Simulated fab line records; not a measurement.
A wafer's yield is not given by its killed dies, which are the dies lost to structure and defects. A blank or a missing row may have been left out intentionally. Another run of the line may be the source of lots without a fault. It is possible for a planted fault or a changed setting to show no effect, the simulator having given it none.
Matching of chambers | flow berkeley cmos170 | 4 sister chambers for UCB170_V2_CMP_02 on cmp-02
The step polishes SiO2. 7 wafers are shown with their chamber, then 9 later ones without.

== EACH WAFER AND ITS CHAMBER ==
wafer  | chamber | motor current A (A)
L659.5 | 3       | 17.1
L667.5 | 1       | 15.5
L666.1 | 0       | 16.4
L666.5 | 2       | 14.1
L670.2 | 0       | 15.6
L670.3 | 2       | 14.7
L670.6 | 1       | 15.1

== WAFERS WITHOUT THEIR CHAMBER ==
wafer  | motor current A (A)
L675.1 | 13.9
L675.4 | 15.0
L675.5 | 16.2
L676.2 | 15.0
L676.4 | 17.0
L676.5 | 15.9
L678.1 | 15.9
L678.3 | 16.8
L678.5 | 14.1

== WHICH CHAMBER EACH WENT THROUGH ==
wafer  | from the rows above          | in truth
L675.1 | 2                            | 2
L675.4 | can't be placed: 1 or 2 or 0 | 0
L675.5 | can't be placed: 0 or 1 or 3 | 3
L676.2 | can't be placed: 1 or 2 or 0 | 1
L676.4 | 3                            | 3
L676.5 | can't be placed: 0 or 1      | 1
L678.1 | can't be placed: 0 or 1      | 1
L678.3 | can't be placed: 3 or 0      | 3
L678.5 | 2                            | 2
Correct placement for 3 of the 9. Not placeable from these rows: 6 (in 6, the candidates include the true chamber). Number placed wrongly: 0.
How it was worked out, from the rows above alone: a wafer's distance from a chamber is the root of the sum, over the readings, of the square of ((its reading less the chamber's mean) divided by the reading's scatter). If the next closest chamber is less than 2 further off than the closest, the wafer can't be placed; otherwise it belongs to the closest. Each chamber's mean is taken over the wafers shown for it. How the scatter is found: for the shown wafers, subtract from each reading the mean of its chamber, square and add these, divide the total by (wafers less chambers), then take the root.
